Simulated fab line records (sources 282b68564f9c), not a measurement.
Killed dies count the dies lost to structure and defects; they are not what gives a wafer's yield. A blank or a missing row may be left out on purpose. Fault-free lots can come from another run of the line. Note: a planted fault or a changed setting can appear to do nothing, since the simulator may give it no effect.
A struck lot beside a sound one :: flow rit_cmos :: 43 steps out of a route of 202
Sound: the wafers L995.2, L995.4, L995.5. Struck: wafers L101.1, L101.3, L101.6. The cause comes at the end.
Order at every step that has rows: each side's tool, ch and its chambers, its first start. Under that, the readings that differ: sound wafers :: struck wafers :: difference of the means :: sigmas: that difference in standard deviations of wafers without a fault.
alike: same words and numbers on both sides, and readings whose means sit less than 2 such deviations apart. not compared: any withheld reading, any reading some wafer has no value for, any bound like >300 that may hide the same value, and any number with overlapping values for which the record gives no deviation.
A row with sigmas, a row that says differs or no value, or rows on one side alone: a step with any of these is where the two part. Non-overlapping numbers with no deviation appear without sigmas and do not part them. A reading missing from all wafers of one side parts the sides only when that side holds two or more wafers.

RIT_GATE_THK_MEAS_07:
  sound on film_metro-02, day 3 14:30; struck on film_metro-02, day 4 18:10
  alike: GATE_OXIDE_THK
then, 1 step without rows for these wafers: RIT_GATE_CVD_08 (deposits poly-Si from SiH4, target thk 250 nm, time 2220 s).
RIT_GATE_THK_MEAS_09:
  sound on film_metro-03, day 3 17:24; struck on film_metro-04, day 4 19:50
reading: GATE_POLY_THK (nm)
sound: 246.5 245.6 245.3
struck: 251.1 251.1 251.6
difference: +5.5
sigmas: +2
then, 6 steps without rows for these wafers: RIT_GATE_HMDS_10 (prime time 60 s); RIT_GATE_COAT_11 (resist thk 850 nm); RIT_GATE_SOFTBAKE_12 (time 60 s); RIT_GATE_EXPOSE_13 (exposes mask M6, target cd 150 nm); RIT_GATE_PEB_14; RIT_GATE_DEVELOP_15 (develop time 50 s).
RIT_GATE_CD_MEAS_16 targets a cd of 150 nm.
  sound on cd_sem-01, day 3 18:22; struck on cd_sem-01, day 4 20:44
  alike: cd_nm
RIT_GATE_OVL_MEAS_17:
  sound on overlay-02, day 3 18:29; struck on overlay-01, day 4 20:52
  alike: GATE_OVL
then, 1 step without rows for these wafers: RIT_GATE_HARDBAKE_18 (time 60 s).
RIT_GATE_ETCH_19: etches poly-Si in SF6/CHF3/O2, stops on SiO2, time 165 s, target depth 312.5 nm.
  sound on rie_si-02 ch 0,1, day 3 18:40; struck on rie_si-02 ch 1,2, day 4 21:03
reading: throttle_valve_pct (%)
sound: 10.05 10.29 10.04
struck: 10.39 10.27 10.39
difference: +0.22
sigmas: +2
  alike: drypump_motor_current_A, he_backside_leak_sccm, oes_product_au
  not compared: rf_hours_counter_h
RIT_GATE_STRIP_20: strips in O2, time 180 s.
  sound on plasma_asher-02 ch 0,1, day 3 18:51; struck on plasma_asher-03 ch 0,1, day 4 21:10
  alike: drypump_motor_current_A
  not compared: rf_hours_counter_h
RIT_GATE_CD_MEAS_90 targets a cd of 150 nm.
  sound on cd_sem-02, day 3 19:03; struck on cd_sem-02, day 4 21:20
  alike: cd_nm
then, 4 steps without rows for these wafers: RIT_REOX_CLEAN_00 (cleans in SC1, time 600 s); RIT_REOX_CLEAN_01 (cleans in dHF, time 30 s); RIT_REOX_CLEAN_02 (cleans in SC2, time 600 s); RIT_REOX_OXIDATION_03 (target thk 25.2 nm, ox time 5580 s).
RIT_REOX_THK_MEAS_04:
  sound on film_metro-01, day 3 22:06; struck on film_metro-01, day 5 01:22
  alike: REOX_OXIDE_THK
then, 6 steps without rows for these wafers: RIT_NLDD_HMDS_00 (prime time 60 s); RIT_NLDD_COAT_01 (resist thk 1000 nm); RIT_NLDD_SOFTBAKE_02 (time 60 s); RIT_NLDD_EXPOSE_03 (exposes mask M7, target cd 40700 nm); RIT_NLDD_PEB_04; RIT_NLDD_DEVELOP_05 (develop time 50 s).
RIT_NLDD_OVL_MEAS_06:
  sound on overlay-02, day 3 23:09; struck on overlay-01, day 5 02:29
  alike: NLDD_OVL
then, 2 steps without rows for these wafers: RIT_NLDD_HARDBAKE_07 (time 60 s); RIT_NLDD_IMPLANT_08.
RIT_NLDD_STRIP_09: strips in O2, time 180 s.
  sound on plasma_asher-04 ch 0,1, day 3 23:29; struck on plasma_asher-02 ch 0,1, day 5 03:00
  alike: drypump_motor_current_A
  not compared: rf_hours_counter_h
RIT_NLDD_TW_MEAS_10:
  sound on film_metro-03, day 3 23:40; struck on film_metro-01, day 5 03:11
  alike: NLDD_TW
then, 6 steps without rows for these wafers: RIT_PLDD_HMDS_00 (prime time 60 s); RIT_PLDD_COAT_01 (resist thk 1000 nm); RIT_PLDD_SOFTBAKE_02 (time 60 s); RIT_PLDD_EXPOSE_03 (exposes mask M8, target cd 40900 nm); RIT_PLDD_PEB_04; RIT_PLDD_DEVELOP_05 (develop time 50 s).
RIT_PLDD_OVL_MEAS_06:
  sound on overlay-01, day 4 00:41; struck on overlay-02, day 5 04:05
reading: PLDD_OVL (nm)
sound: -0.6 -1.3 0.2
struck: 1.9 4.1 3.9
difference: +3.9
sigmas: +2
then, 2 steps without rows for these wafers: RIT_PLDD_HARDBAKE_07 (time 60 s); RIT_PLDD_IMPLANT_08.
RIT_PLDD_STRIP_09: strips in O2, time 180 s.
  sound on plasma_asher-01 ch 0,1, day 4 01:01; struck on plasma_asher-03 ch 0,1, day 5 04:25
  alike: drypump_motor_current_A
  not compared: rf_hours_counter_h
RIT_PLDD_TW_MEAS_10:
  sound on film_metro-03, day 4 01:13; struck on film_metro-01, day 5 04:36
  alike: PLDD_TW
RIT_M1_PROBE_99:
  sound on prober-02, day 4 14:38; struck on prober-02, day 5 18:08
reading: hold
sound: - - -
struck: await_dispo/0.7h/release await_dispo/0.7h/release await_dispo/0.7h/release
difference: no value on the sound wafers
sigmas: 

reading: killed_at_front_end
sound: 9 6 10
struck: 38 19 36
difference: +23
sigmas: +8

reading: killed_dies
sound: 9 6 10
struck: 38 19 36
difference: +23
sigmas: +8

reading: killed_on_rim
sound: 3 2 3
struck: 8 9 11
difference: +7
sigmas: +5
  alike: killed_at_M0_to_M3, killed_at_contacts, killed_open, killed_short

== WHERE THEY PART ==
Last at RIT_M1_PROBE_99 as far as this record goes, first at RIT_GATE_THK_MEAS_09.

WHY: the cause the simulator had injected
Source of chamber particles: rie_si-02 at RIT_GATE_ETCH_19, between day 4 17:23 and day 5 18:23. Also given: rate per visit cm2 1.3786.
